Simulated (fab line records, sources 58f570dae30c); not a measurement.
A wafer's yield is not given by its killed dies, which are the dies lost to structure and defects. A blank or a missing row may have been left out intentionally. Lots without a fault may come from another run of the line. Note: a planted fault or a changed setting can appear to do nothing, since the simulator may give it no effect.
What tool caused it? || flow berkeleyCmos170 || 15 lots with 45 wafers sampled at 4 steps, on a route of 331 steps

== WHAT THE GAUGES READ, wafer by wafer ==
UCB170_PWELL_OVL_MEAS_13. Usual: PWELL_OVL 6 nm, standard deviation 6.2.
{"lot": "L177", "measured": "day 2 21:58", "on": "overlay-01", "PWELL_OVL (nm)": "10 -3 10", "flag": ""}
{"lot": "L179", "measured": "day 3 05:28", "on": "overlay-01", "PWELL_OVL (nm)": "-2 6 3", "flag": ""}
{"lot": "L180", "measured": "day 3 16:22", "on": "overlay-02", "PWELL_OVL (nm)": "3 -9 -6", "flag": ""}
{"lot": "L183", "measured": "day 4 08:37", "on": "overlay-01", "PWELL_OVL (nm)": "9 8 12", "flag": ""}
{"lot": "L184", "measured": "day 4 09:11", "on": "overlay-02", "PWELL_OVL (nm)": "2 8 5", "flag": ""}
{"lot": "L185", "measured": "day 4 12:50", "on": "overlay-01", "PWELL_OVL (nm)": "4 3 11", "flag": ""}
{"lot": "L186", "measured": "day 4 18:44", "on": "overlay-01", "PWELL_OVL (nm)": "10 11 13", "flag": ""}
{"lot": "L187", "measured": "day 5 02:17", "on": "overlay-01", "PWELL_OVL (nm)": "4 -4 2", "flag": ""}
{"lot": "L188", "measured": "day 5 09:19", "on": "overlay-02", "PWELL_OVL (nm)": "10 13 12", "flag": ""}
{"lot": "L193", "measured": "day 6 07:22", "on": "overlay-01", "PWELL_OVL (nm)": "8 1 4", "flag": ""}
{"lot": "L194", "measured": "day 6 15:35", "on": "overlay-01", "PWELL_OVL (nm)": "0 7 3", "flag": ""}
{"lot": "L195", "measured": "day 7 00:20", "on": "overlay-01", "PWELL_OVL (nm)": "13 5 13", "flag": ""}
{"lot": "L196", "measured": "day 7 00:32", "on": "overlay-02", "PWELL_OVL (nm)": "11 11 13", "flag": ""}
{"lot": "L197", "measured": "day 7 00:36", "on": "overlay-01", "PWELL_OVL (nm)": "11 12 9", "flag": ""}
{"lot": "L200", "measured": "day 8 02:46", "on": "overlay-01", "PWELL_OVL (nm)": "0 5 3", "flag": ""}

UCB170_FIELD_THK_MEAS_91. Usual: FIELD_OXIDE_LEFT_2_THK 351 nm, standard deviation 10.
{"lot": "L177", "measured": "day 5 18:13", "on": "filmMetro-04", "FIELD_OXIDE_LEFT_2_THK (nm)": "340 353 341", "flag": ""}
{"lot": "L179", "measured": "day 5 20:41", "on": "filmMetro-04", "FIELD_OXIDE_LEFT_2_THK (nm)": "357 349 349", "flag": ""}
{"lot": "L180", "measured": "day 6 01:04", "on": "filmMetro-01", "FIELD_OXIDE_LEFT_2_THK (nm)": "343 340 341", "flag": ""}
{"lot": "L183", "measured": "day 7 07:54", "on": "filmMetro-01", "FIELD_OXIDE_LEFT_2_THK (nm)": "345 349 356", "flag": ""}
{"lot": "L184", "measured": "day 7 07:29", "on": "filmMetro-04", "FIELD_OXIDE_LEFT_2_THK (nm)": "365 363 359", "flag": ""}
{"lot": "L185", "measured": "day 7 07:37", "on": "filmMetro-02", "FIELD_OXIDE_LEFT_2_THK (nm)": "365 358 361", "flag": ""}
{"lot": "L193", "measured": "day 8 22:26", "on": "filmMetro-01", "FIELD_OXIDE_LEFT_2_THK (nm)": "336 339 336", "flag": ""}
{"lot": "L194", "measured": "day 8 22:12", "on": "filmMetro-01", "FIELD_OXIDE_LEFT_2_THK (nm)": "351 348 356", "flag": ""}
{"lot": "L195", "measured": "day 9 17:31", "on": "filmMetro-04", "FIELD_OXIDE_LEFT_2_THK (nm)": "341 338 338", "flag": ""}
{"lot": "L196", "measured": "day 9 17:49", "on": "filmMetro-01", "FIELD_OXIDE_LEFT_2_THK (nm)": "343 348 350", "flag": ""}
{"lot": "L197", "measured": "day 9 17:40", "on": "filmMetro-02", "FIELD_OXIDE_LEFT_2_THK (nm)": "355 351 362", "flag": ""}
{"lot": "L200", "measured": "day 10 16:44", "on": "filmMetro-01", "FIELD_OXIDE_LEFT_2_THK (nm)": "356 353 340", "flag": ""}

UCB170_V2_OVL_MEAS_13. Usual: V2_OVL -3 nm, standard deviation 5.1.
{"lot": "L177", "measured": "day 7 23:56", "on": "overlay-01", "V2_OVL (nm)": "-9 -5 -15", "flag": ""}
{"lot": "L179", "measured": "day 7 23:40", "on": "overlay-01", "V2_OVL (nm)": "1 -3 4", "flag": ""}
{"lot": "L180", "measured": "day 8 06:43", "on": "overlay-01", "V2_OVL (nm)": "-2 2 -5", "flag": ""}
{"lot": "L183", "measured": "day 9 10:08", "on": "overlay-02", "V2_OVL (nm)": "-8 -9 1", "flag": ""}
{"lot": "L184", "measured": "day 9 08:52", "on": "overlay-01", "V2_OVL (nm)": "-4 0 6", "flag": ""}
{"lot": "L185", "measured": "day 9 08:58", "on": "overlay-02", "V2_OVL (nm)": "-8 -3 1", "flag": ""}
{"lot": "L193", "measured": "day 11 04:10", "on": "overlay-02", "V2_OVL (nm)": "-8 -2 -1", "flag": ""}
{"lot": "L194", "measured": "day 11 04:19", "on": "overlay-01", "V2_OVL (nm)": "-5 -11 -6", "flag": ""}
{"lot": "L195", "measured": "day 11 18:08", "on": "overlay-01", "V2_OVL (nm)": "-6 -10 -5", "flag": ""}
{"lot": "L196", "measured": "day 11 19:08", "on": "overlay-02", "V2_OVL (nm)": "1 -4 0", "flag": ""}
{"lot": "L197", "measured": "day 11 18:30", "on": "overlay-02", "V2_OVL (nm)": "3 -7 2", "flag": ""}
{"lot": "L200", "measured": "day 12 21:02", "on": "overlay-02", "V2_OVL (nm)": "-2 4 11", "flag": ""}

== WHAT TOOL EACH LOT RAN ON (gives the tool, then ch and the chambers of the sampled wafers, and finally the start) ==
{"lot": "L177", "UCB170_WELLDRIVE_OXIDATION_01": "furnace-02 ch 0, day 3 08:05"}
{"lot": "L179", "UCB170_WELLDRIVE_OXIDATION_01": "furnace-03 ch 0, day 3 14:10"}
{"lot": "L180", "UCB170_WELLDRIVE_OXIDATION_01": "furnace-04 ch 0, day 4 01:26"}
{"lot": "L183", "UCB170_WELLDRIVE_OXIDATION_01": "furnace-02 ch 0, day 4 16:15"}
{"lot": "L184", "UCB170_WELLDRIVE_OXIDATION_01": "furnace-03 ch 0, day 4 20:14"}
{"lot": "L185", "UCB170_WELLDRIVE_OXIDATION_01": "furnace-03 ch 0, day 4 20:14"}
{"lot": "L186", "UCB170_WELLDRIVE_OXIDATION_01": "furnace-04, day 5 03:28"}
{"lot": "L187", "UCB170_WELLDRIVE_OXIDATION_01": "furnace-03, day 5 09:41"}
{"lot": "L188", "UCB170_WELLDRIVE_OXIDATION_01": "furnace-03, day 5 16:11"}
{"lot": "L193", "UCB170_WELLDRIVE_OXIDATION_01": "furnace-03 ch 0, day 6 17:04"}
{"lot": "L194", "UCB170_WELLDRIVE_OXIDATION_01": "furnace-03 ch 0, day 6 23:19"}
{"lot": "L195", "UCB170_WELLDRIVE_OXIDATION_01": "furnace-04 ch 0, day 7 06:43"}
{"lot": "L196", "UCB170_WELLDRIVE_OXIDATION_01": "furnace-04 ch 0, day 7 06:43"}
{"lot": "L197", "UCB170_WELLDRIVE_OXIDATION_01": "furnace-04 ch 0, day 7 06:43"}
{"lot": "L200", "UCB170_WELLDRIVE_OXIDATION_01": "furnace-03 ch 0, day 8 09:09"}
- UCB170_WELLDRIVE_OXIDATION_01: target thk 199 nm, ox time 9000 s.

== AS READ BY THE TOOLS THEMSELVES (means over the sampled wafers that have a number; for cases with no such wafer, the mark the record gives instead) ==
UCB170_WELLDRIVE_OXIDATION_01. Usual: oxTempC 1100.0 C, standard deviation 0.41; oxTempCMax 1105.2, standard deviation 1.5; zonePowerCentrePct 55 %, standard deviation 5.5.
{"lot": "L177", "tool": "furnace-02", "oxTempC (C)": 1100.3, "oxTempCMax": 1103.4, "zonePowerCentrePct (%)": 51, "flag": ""}
{"lot": "L179", "tool": "furnace-03", "oxTempC (C)": 1100.2, "oxTempCMax": 1105.1, "zonePowerCentrePct (%)": 60, "flag": ""}
{"lot": "L180", "tool": "furnace-04", "oxTempC (C)": 1099.8, "oxTempCMax": 1104.4, "zonePowerCentrePct (%)": 47, "flag": ""}
{"lot": "L183", "tool": "furnace-02", "oxTempC (C)": 1100.1, "oxTempCMax": 1102.6, "zonePowerCentrePct (%)": 51, "flag": ""}
{"lot": "L184", "tool": "furnace-03", "oxTempC (C)": 1099.8, "oxTempCMax": 1105.2, "zonePowerCentrePct (%)": 60, "flag": ""}
{"lot": "L185", "tool": "furnace-03", "oxTempC (C)": 1099.9, "oxTempCMax": 1105.3, "zonePowerCentrePct (%)": 59, "flag": ""}
{"lot": "L186", "tool": "furnace-04", "oxTempC (C)": "-", "oxTempCMax": "-", "zonePowerCentrePct (%)": "-", "flag": "OFF"}
{"lot": "L187", "tool": "furnace-03", "oxTempC (C)": "-", "oxTempCMax": "-", "zonePowerCentrePct (%)": "-", "flag": "OFF"}
{"lot": "L188", "tool": "furnace-03", "oxTempC (C)": "-", "oxTempCMax": "-", "zonePowerCentrePct (%)": "-", "flag": "OFF"}
{"lot": "L193", "tool": "furnace-03", "oxTempC (C)": 1100.5, "oxTempCMax": 1106.9, "zonePowerCentrePct (%)": 60, "flag": ""}
{"lot": "L194", "tool": "furnace-03", "oxTempC (C)": 1100.2, "oxTempCMax": 1106.6, "zonePowerCentrePct (%)": 60, "flag": ""}
{"lot": "L195", "tool": "furnace-04", "oxTempC (C)": 1100.0, "oxTempCMax": 1105.1, "zonePowerCentrePct (%)": 47, "flag": ""}
{"lot": "L196", "tool": "furnace-04", "oxTempC (C)": 1099.5, "oxTempCMax": 1104.0, "zonePowerCentrePct (%)": 47, "flag": ""}
{"lot": "L197", "tool": "furnace-04", "oxTempC (C)": 1099.6, "oxTempCMax": 1105.3, "zonePowerCentrePct (%)": 47, "flag": ""}
{"lot": "L200", "tool": "furnace-03", "oxTempC (C)": 1099.8, "oxTempCMax": 1106.5, "zonePowerCentrePct (%)": 60, "flag": ""}

== THE ANSWER, worked out from the rows above alone ==
Rule: a lot counts as off when the mean over its wafers that have a number is more than 3 standard deviations away from the usual mean. A lot without any number at a reading at which 4 lots or more have one is off too. All remaining lots with rows at the step are treated as sound. The gauges are gone through in route order, then the tools' own readings, and for those a lot's mean is taken as printed above. The first step at which some lot is off is used, and at that step the reading that is off furthest; a lot without a number counts as furthest.
Off: L186, L187, L188 (UCB170_WELLDRIVE_OXIDATION_01, oxTempC). Without a number there: L186, L187, L188.
A tool fits if, at that step or a process step before it, it ran every lot that is off, and no sound lot after the first of them. Not one of the candidates tried fits.

== WHAT THE SIMULATOR HAD INSERTED ==
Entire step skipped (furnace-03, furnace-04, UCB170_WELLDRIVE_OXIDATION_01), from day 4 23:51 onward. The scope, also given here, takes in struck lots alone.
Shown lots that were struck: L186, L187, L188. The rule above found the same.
